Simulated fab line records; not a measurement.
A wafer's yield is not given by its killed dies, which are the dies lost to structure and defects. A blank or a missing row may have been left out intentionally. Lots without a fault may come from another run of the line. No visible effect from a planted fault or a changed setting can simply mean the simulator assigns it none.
Lot-split experiment :: flow berkeleyCmos170 :: on a route of 331 steps: 5 lots, 23 wafers read

## ON THE SPLIT
At UCB170_GATE_COAT_07 (resist thk 900 nm), the setting spinRpm was moved away from the recipe's 1500 rpm on 7 of the 23 wafers read, by -7.3% to -3.5%. For the rest of the wafers, this setting stayed at what the recipe calls for.

The split's own step is where the reading is taken.

## THE READING
KrF_of_GATE_COAT_07.thkNm (the simulator's own value, which no gauge read), in nm, at UCB170_GATE_COAT_07 (resist thk 900 nm). The file gives no usual value for it. Across the 16 wafers here that went through the recipe, the average is 898.5 nm and the standard deviation 1.8 nm.

wafer: L075.1
tool, chamber at the split: lithoTrack-02, 0
spinRpm as run, rpm: 1448
against the recipe: -3.5%
KrF_of_GATE_COAT_07.thkNm, nm: 915.5
against lot-mates on the recipe: +17.5

wafer: L075.2
tool, chamber at the split: lithoTrack-02, 0
spinRpm as run, rpm: 1448
against the recipe: -3.5%
KrF_of_GATE_COAT_07.thkNm, nm: 914.9
against lot-mates on the recipe: +16.9

wafer: L075.4
tool, chamber at the split: lithoTrack-02, 0
spinRpm as run, rpm: 1448
against the recipe: -3.5%
KrF_of_GATE_COAT_07.thkNm, nm: 915.4
against lot-mates on the recipe: +17.4

wafer: L075.5
tool, chamber at the split: lithoTrack-02, 0
spinRpm as run, rpm: 1500
against the recipe: recipe
KrF_of_GATE_COAT_07.thkNm, nm: 898.6
against lot-mates on the recipe: -

wafer: L075.6
tool, chamber at the split: lithoTrack-02, 0
spinRpm as run, rpm: 1500
against the recipe: recipe
KrF_of_GATE_COAT_07.thkNm, nm: 897.4
against lot-mates on the recipe: -

wafer: L077.1
tool, chamber at the split: lithoTrack-02, 0
spinRpm as run, rpm: 1500
against the recipe: recipe
KrF_of_GATE_COAT_07.thkNm, nm: 897.4
against lot-mates on the recipe: -

wafer: L077.2
tool, chamber at the split: lithoTrack-02, 0
spinRpm as run, rpm: 1428
against the recipe: -4.8%
KrF_of_GATE_COAT_07.thkNm, nm: 921.2
against lot-mates on the recipe: +23.1

wafer: L077.3
tool, chamber at the split: lithoTrack-02, 0
spinRpm as run, rpm: 1428
against the recipe: -4.8%
KrF_of_GATE_COAT_07.thkNm, nm: 920
against lot-mates on the recipe: +21.9

wafer: L077.4
tool, chamber at the split: lithoTrack-02, 0
spinRpm as run, rpm: 1500
against the recipe: recipe
KrF_of_GATE_COAT_07.thkNm, nm: 898.1
against lot-mates on the recipe: -

wafer: L077.5
tool, chamber at the split: lithoTrack-02, 0
spinRpm as run, rpm: 1500
against the recipe: recipe
KrF_of_GATE_COAT_07.thkNm, nm: 898.7
against lot-mates on the recipe: -

wafer: L076.2
tool, chamber at the split: lithoTrack-04, 0
spinRpm as run, rpm: 1500
against the recipe: recipe
KrF_of_GATE_COAT_07.thkNm, nm: 901.7
against lot-mates on the recipe: -

wafer: L076.3
tool, chamber at the split: lithoTrack-04, 0
spinRpm as run, rpm: 1500
against the recipe: recipe
KrF_of_GATE_COAT_07.thkNm, nm: 900.6
against lot-mates on the recipe: -

wafer: L076.4
tool, chamber at the split: lithoTrack-04, 0
spinRpm as run, rpm: 1500
against the recipe: recipe
KrF_of_GATE_COAT_07.thkNm, nm: 901.5
against lot-mates on the recipe: -

wafer: L076.5
tool, chamber at the split: lithoTrack-04, 0
spinRpm as run, rpm: 1500
against the recipe: recipe
KrF_of_GATE_COAT_07.thkNm, nm: 899.7
against lot-mates on the recipe: -

wafer: L076.6
tool, chamber at the split: lithoTrack-04, 0
spinRpm as run, rpm: 1500
against the recipe: recipe
KrF_of_GATE_COAT_07.thkNm, nm: 898.8
against lot-mates on the recipe: -

wafer: L083.2
tool, chamber at the split: lithoTrack-02, 0
spinRpm as run, rpm: 1500
against the recipe: recipe
KrF_of_GATE_COAT_07.thkNm, nm: 894.5
against lot-mates on the recipe: -

wafer: L083.3
tool, chamber at the split: lithoTrack-02, 0
spinRpm as run, rpm: 1391
against the recipe: -7.3%
KrF_of_GATE_COAT_07.thkNm, nm: 930.2
against lot-mates on the recipe: +34.0

wafer: L083.4
tool, chamber at the split: lithoTrack-02, 0
spinRpm as run, rpm: 1500
against the recipe: recipe
KrF_of_GATE_COAT_07.thkNm, nm: 896.9
against lot-mates on the recipe: -

wafer: L083.5
tool, chamber at the split: lithoTrack-02, 0
spinRpm as run, rpm: 1500
against the recipe: recipe
KrF_of_GATE_COAT_07.thkNm, nm: 897.2
against lot-mates on the recipe: -

wafer: L083.6
tool, chamber at the split: lithoTrack-02, 0
spinRpm as run, rpm: 1391
against the recipe: -7.3%
KrF_of_GATE_COAT_07.thkNm, nm: 927.8
against lot-mates on the recipe: +31.6

wafer: L085.3
tool, chamber at the split: lithoTrack-03, 0
spinRpm as run, rpm: 1500
against the recipe: recipe
KrF_of_GATE_COAT_07.thkNm, nm: 897.4
against lot-mates on the recipe: -

wafer: L085.4
tool, chamber at the split: lithoTrack-03, 0
spinRpm as run, rpm: 1500
against the recipe: recipe
KrF_of_GATE_COAT_07.thkNm, nm: 898.2
against lot-mates on the recipe: -

wafer: L085.5
tool, chamber at the split: lithoTrack-03, 0
spinRpm as run, rpm: 1500
against the recipe: recipe
KrF_of_GATE_COAT_07.thkNm, nm: 899.8
against lot-mates on the recipe: -

FIT RESULTS
A straight line over all 23 wafers: KrF_of_GATE_COAT_07.thkNm changes by -4.38 nm for each +1% of spinRpm; r = -0.99; the points scatter about the line by 1.8 nm.
The same after taking each lot's own level away (the mean of its wafers on the recipe; 23 wafers): -4.63 nm for each +1%; r = -1.00; scatter 1.1 nm.
That fit puts the effect of the largest move of spinRpm on the reading at 34 nm.
Across the lots, their own levels run from 896.20 to 900.46 nm, a range of 2.4 times the standard deviation given above.
The two slopes are in agreement: the lot-to-lot level therefore moves the slope only a little.
Check: with one of the wafers moved furthest among these (-7.3%) left out of the fit, the line predicts +33.6 nm for it against its lot-mates. It came out at +34 nm against them.

## THE OTHER SPLITS THESE WAFERS WENT THROUGH
Note: prior to the reading, these wafers also went through further splits. Each is held against what the fit with the lots' levels taken away leaves over:
other split on the same wafers: UCB170_ZERO_COAT_01 spinRpm
wafers away from the commonest value: 7
r with KrF_of_GATE_COAT_07.thkNm (lot level and that fit taken away): +0.12

other split on the same wafers: UCB170_NWELL_OXIDATION_01 oxTimeS
wafers away from the commonest value: 15
r with KrF_of_GATE_COAT_07.thkNm (lot level and that fit taken away): +0.12

other split on the same wafers: UCB170_NWELL_IMPLANT_14 doseCm2
wafers away from the commonest value: 5
r with KrF_of_GATE_COAT_07.thkNm (lot level and that fit taken away): +0.48

other split on the same wafers: UCB170_PWELL_OXIDATION_02 tempC
wafers away from the commonest value: 5
r with KrF_of_GATE_COAT_07.thkNm (lot level and that fit taken away): +0.01

other split on the same wafers: UCB170_PWELL_DEVELOP_12 developTimeS
wafers away from the commonest value: 8
r with KrF_of_GATE_COAT_07.thkNm (lot level and that fit taken away): -0.26

other split on the same wafers: UCB170_PWELL_IMPLANT_15 energyKev
wafers away from the commonest value: 5
r with KrF_of_GATE_COAT_07.thkNm (lot level and that fit taken away): +0.13

other split on the same wafers: UCB170_ACTIVE_COAT_08 spinRpm
wafers away from the commonest value: 8
r with KrF_of_GATE_COAT_07.thkNm (lot level and that fit taken away): -0.17

other split on the same wafers: UCB170_SCREENOX_OXIDATION_01 tempC
wafers away from the commonest value: 10
r with KrF_of_GATE_COAT_07.thkNm (lot level and that fit taken away): +0.05

other split on the same wafers: UCB170_PVT_COAT_01 spinRpm
wafers away from the commonest value: 10
r with KrF_of_GATE_COAT_07.thkNm (lot level and that fit taken away): +0.19

other split on the same wafers: UCB170_PVT_IMPLANT_07 energyKev
wafers away from the commonest value: 2
r with KrF_of_GATE_COAT_07.thkNm (lot level and that fit taken away): -0.13

## THE FILE'S OWN FIT
KrF_of_GATE_COAT_07.thkNm changes by -4.63 nm for each +1% of spinRpm, r = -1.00.
